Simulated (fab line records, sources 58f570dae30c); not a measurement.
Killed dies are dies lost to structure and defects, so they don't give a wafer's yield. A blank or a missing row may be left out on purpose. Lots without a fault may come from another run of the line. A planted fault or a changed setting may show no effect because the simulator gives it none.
Which tool did it? | flow berkeley_cmos170 | 7 lots, 21 wafers sampled, at 2 steps of a route of 331

WHAT THE GAUGES READ, wafer by wafer
UCB170_V2_CD_MEAS_12: target cd 700 nm.
lot  | measured     | on        | cd_nm (nm)
L435 | day 10 00:56 | cd_sem-02 | 698.2 699.9 699.9
L437 | day 10 04:40 | cd_sem-01 | 697.8 697.0 697.3
L441 | day 10 12:16 | cd_sem-01 | 700.6 701.5 702.5
L445 | day 11 01:24 | cd_sem-02 | 699.6 700.7 699.6
L446 | day 11 23:55 | cd_sem-01 | 700.3 698.2 700.3
L449 | day 12 10:04 | cd_sem-01 | 700.2 698.2 699.6
L452 | day 13 00:24 | cd_sem-01 | 698.7 699.9 698.1

WHICH TOOL RAN EACH LOT (tool, then ch and the chambers of the sampled wafers, then the start)
lot  | UCB170_M2_ETCH_17
L435 | rie_diel-03 ch 2,3, day 9 22:46
L437 | rie_diel-03 ch 0,1,2, day 10 00:44
L441 | rie_diel-03 ch 0,1,3, day 10 07:47
L445 | rie_diel-02 ch 0,1,2, day 10 23:12
L446 | rie_diel-02 ch 0,1,2, day 11 21:18
L449 | rie_diel-03 ch 0,1, day 12 07:38
L452 | rie_diel-02 ch 1,2,3, day 12 22:14
- UCB170_M2_ETCH_17: etches BARC in N2/H2.

THE ANSWER, worked out from the rows above alone
Rule: what is usual is taken from the lots themselves. Put in order of their means at a reading, lots are off if they are a third of the lots or fewer, leave a main group of 4 or more, and stand apart from it by a gap of 3 or more times the standard deviation of the main group's means; of several such gaps the widest counts. A main group whose means are all the same, to the digits that the tables above print for the reading, isn't used. A lot without any number at a reading at which 4 lots or more have one is off too. The other lots that the step has rows for count as sound.
No lot is off at any reading shown: from this, nothing can be told.

WHAT THE SIMULATOR HAD PUT IN
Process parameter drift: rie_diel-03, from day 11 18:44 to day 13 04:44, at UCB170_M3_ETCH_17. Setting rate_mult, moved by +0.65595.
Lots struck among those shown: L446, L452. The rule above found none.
